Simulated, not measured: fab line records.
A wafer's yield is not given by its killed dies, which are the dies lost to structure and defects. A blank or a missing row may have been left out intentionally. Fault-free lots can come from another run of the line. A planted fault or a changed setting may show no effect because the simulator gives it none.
2 desks looking at one fault / flow berkeleyCmos170 / each desk has only its own numbers; what lay behind them comes last

## THE METROLOGY DESK
What the gauges read, lot by lot, whatever tool the lot ran on: means of the sampled wafers that have a number. The brackets show how far a lot's mean lies from the usual mean; more than 4 standard deviations puts the lot out of limits, marked OUT.
Columns: A = START_OXIDE_THK at UCB170_START_THK_MEAS_03, usual 21.7 nm; B = NWELL_OXIDE_THK at UCB170_NWELL_THK_MEAS_02, usual 26.4 nm
lot=L527; first seen here=day 1 15:04; A=21.4; B=26.2
lot=L529; first seen here=day 2 00:00; A=21.1; B=26.4
lot=L532; first seen here=day 2 15:27; A=21.8; B=26.6
lot=L533; first seen here=day 2 21:47; A=21.9; B=26.7
lot=L534; first seen here=day 3 02:12; A=21.9; B=26.0
lot=L535; first seen here=day 3 06:49; A=21.8; B=25.9
lot=L537; first seen here=day 3 16:25; A=22.0; B=26.8
lot=L538; first seen here=day 3 23:40; A=21.4; B=27.0
lot=L539; first seen here=day 4 04:34; A=22.3; B=26.8
lot=L540; first seen here=day 4 10:07; A=21.8; B=26.7
lot=L545; first seen here=day 5 06:14; A=21.6; B=26.2
lot=L546; first seen here=day 5 14:10; A=21.6; B=26.2
lot=L549; first seen here=day 6 02:20; A=22.0; B=25.7
lot=L550; first seen here=day 6 13:05; A=21.8; B=26.0
This desk's verdict: no lot among the 14 shows anything out of limits.

## FOR THE TOOL OWNER'S DESK: rieDiel-02
The tool's own readings at UCB170_ACTIVE_ETCH_15 (etches Si3N4 in CH3F/Ar/O2, stops on SiO2, target depth 242 nm, time 151 s): means of the sampled wafers that have a number, for each lot that ran on this tool. The brackets show how far a lot's mean lies from the usual mean; more than 4 standard deviations puts the lot out of limits, marked OUT.
Columns: A = drypumpMotorCurrentA at UCB170_ACTIVE_ETCH_15, usual 5.9 A; B = oesProductAu at UCB170_ACTIVE_ETCH_15, usual 0.945 a.u.; C = rfFwdPowerW at UCB170_ACTIVE_ETCH_15, usual 447.9 W; D = throttleValvePct at UCB170_ACTIVE_ETCH_15, usual 8.06 %
lot=L534; first seen here=day 6 00:10; A=6.1; B=0.944; C=447.7; D=7.99
lot=L538; first seen here=day 7 03:38; A=5.9; B=0.950; C=448.4; D=7.96
lot=L539; first seen here=day 7 12:20; A=6.1; B=0.949; C=448.1; D=8.03
lot=L540; first seen here=day 8 05:38; A=6.1; B=0.934; C=447.3; D=8.09
lot=L545; first seen here=day 8 13:08; A=6.0; B=0.952; C=447.6; D=7.99
lot=L546; first seen here=day 8 21:02; A=6.1; B=0.939; C=375.5 (-52) OUT; D=8.09
lot=L549; first seen here=day 9 05:51; A=5.9; B=0.939; C=376.1 (-51) OUT; D=7.95
This desk's verdict: out of limits on L546, L549, starting with L546 at day 8 21:02 (rfFwdPowerW at UCB170_ACTIVE_ETCH_15). L534, L538, L539, L540, L545 stayed within limits.

## PUT TOGETHER
On L546, L549, at day 8 21:02, an alarm was possible from the tool owner's desk.
The metrology desk saw nothing out of limits.
The metrology desk holds a record of L546, L549, inside its limits.
On rieDiel-02, each named lot ran UCB170_ACTIVE_ETCH_15.

## WHAT HAD BEEN PUT IN BY THE SIMULATOR
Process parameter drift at UCB170_ACTIVE_ETCH_15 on rieDiel-02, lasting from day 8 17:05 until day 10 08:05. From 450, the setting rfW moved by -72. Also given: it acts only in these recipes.
Lots struck among those shown: L546, L549.
Time in hours from fault onset to the first out-of-limits reading at each desk: the tool owner's desk, 4.
